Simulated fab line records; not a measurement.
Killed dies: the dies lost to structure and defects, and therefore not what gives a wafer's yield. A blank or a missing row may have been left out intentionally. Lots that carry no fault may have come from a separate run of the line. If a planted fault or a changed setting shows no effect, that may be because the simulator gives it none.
A single fault, viewed from 2 desks    flow rit_cmos    every desk sees just its own numbers, and what lay behind them comes last

THE METROLOGY DESK
Lot by lot, what the gauges showed, no matter which tool ran the lot: averages of those sampled wafers that carry a number. If a lot's mean is further than 4 standard deviations from the usual mean, the lot is out of limits and carries the mark OUT (the distance appears in the brackets).
Columns: A = cd_nm at RIT_CONTACT_CD_MEAS_08, usual 999.2 nm; B = CONTACT_OVL at RIT_CONTACT_OVL_MEAS_09, usual 0.6 nm; C = cd_nm at RIT_CONTACT_CD_MEAS_90, usual 999.3 nm; D = M1_AL_RS at RIT_M1_RS_MEAS_01, usual 0.0734 ohm/sq; E = M1_AL_THK at RIT_M1_THK_MEAS_02, usual 397 nm; F = cd_nm at RIT_M1_CD_MEAS_09, usual 2600.4 nm; G = M1_OVL at RIT_M1_OVL_MEAS_10, usual -1.0 nm
lot   first seen here  A       B     C       D                  E    F       G
L733  day 3 02:52      1000.7  2.0   1000.7  0.0721             403  2600.1  -0.7
L740  day 4 16:06      999.9   1.0   1000.1  0.0730             400  2600.5  -2.5
L744  day 5 12:19      998.8   1.1   998.6   0.0762             385  2602.1  0.3
L745  day 5 18:36      997.7   -1.0  997.4   0.0730             400  2599.4  -1.2
L749  day 6 16:49      998.4   3.5   998.7   0.0770 (+4.6) OUT  379  2602.2  -2.5
L754  day 7 21:43      1000.3  -1.0  1000.5  0.0729             401  2601.6  -1.2
Finding of this desk: L749 out of limits, first seen on L749 at day 6 18:16 (M1_AL_RS at RIT_M1_RS_MEAS_01). L733, L740, L744, L745, L754: within limits.

TOOL OWNER'S DESK, pvd_sputter-04
The tool's own readings at RIT_M1_SPUTTER_00 (material Al, target thk 400 nm, time 500 s): means of the sampled wafers that have a number, for each lot that ran on this tool. If a lot's mean is further than 4 standard deviations from the usual mean, the lot is out of limits and carries the mark OUT (the distance appears in the brackets).
Columns: A = cathode_dc_power_W at RIT_M1_SPUTTER_00, usual 1999.9 W; B = throttle_valve_pct at RIT_M1_SPUTTER_00, usual 30.8 %
lot   first seen here  A                         B
L740  day 4 17:14      1999.4                    31.7
L744  day 5 13:28      1952.1 (-99 or more) OUT  30.8
L749  day 6 17:58      1904.1 (-99 or more) OUT  30.0
This desk's verdict: out of limits on L744, L749, starting with L744 at day 5 13:28 (cathode_dc_power_W at RIT_M1_SPUTTER_00). L740: within limits.

PUT TOGETHER
The tool owner's desk could have raised an alarm at day 5 13:28, on L744, L749.
L749 would have let the metrology desk raise an alarm at day 6 18:16.
The metrology desk has L744 on record, within its limits.
On pvd_sputter-04, each named lot ran RIT_M1_SPUTTER_00.

WHAT THE SIMULATOR PUT IN
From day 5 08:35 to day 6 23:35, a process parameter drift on pvd_sputter-04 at RIT_M1_SPUTTER_00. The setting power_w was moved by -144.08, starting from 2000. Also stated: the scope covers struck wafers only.
Struck lots among those shown: L744, L749.
Delay (hours) between the fault's onset and each desk's first out-of-limits reading: 5 at the tool owner's desk, 34 at the metrology desk.
